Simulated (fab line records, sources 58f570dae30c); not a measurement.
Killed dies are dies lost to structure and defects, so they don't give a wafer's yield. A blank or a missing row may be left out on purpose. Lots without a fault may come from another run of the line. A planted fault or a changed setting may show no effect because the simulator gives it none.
Which tool did it? | flow berkeley_cmos170 | 7 lots, 21 wafers sampled, at 1 step of a route of 331

WHAT THE GAUGES READ, wafer by wafer
UCB170_SACOX_THK_MEAS_02.
lot  | measured    | on            | SACOX_OXIDE_THK (nm)
L338 | day 5 18:43 | film_metro-04 | 13.9 14.2 14.0
L341 | day 6 08:41 | film_metro-01 | 14.6 14.1 14.2
L345 | day 7 00:43 | film_metro-04 | 14.6 14.5 14.8
L344 | day 7 00:44 | film_metro-01 | 14.6 14.5 14.7
L351 | day 8 03:31 | film_metro-04 | 14.7 14.7 14.6
L347 | day 8 03:36 | film_metro-01 | 14.2 14.0 14.1
L358 | day 9 13:29 | film_metro-02 | 14.6 14.3 14.4

WHICH TOOL RAN EACH LOT (tool, then ch and the chambers of the sampled wafers, then the start)
The record holds no process step before these readings.

THE ANSWER, worked out from the rows above alone
Rule: what is usual is taken from the lots themselves. Put in order of their means at a reading, lots are off if they are a third of the lots or fewer, leave a main group of 4 or more, and stand apart from it by a gap of 3 or more times the standard deviation of the main group's means; of several such gaps the widest counts. A main group whose means are all the same, to the digits that the tables above print for the reading, isn't used. A lot without any number at a reading at which 4 lots or more have one is off too. The other lots that the step has rows for count as sound.
No lot is off at any reading shown: from this, nothing can be told.

WHAT THE SIMULATOR HAD PUT IN
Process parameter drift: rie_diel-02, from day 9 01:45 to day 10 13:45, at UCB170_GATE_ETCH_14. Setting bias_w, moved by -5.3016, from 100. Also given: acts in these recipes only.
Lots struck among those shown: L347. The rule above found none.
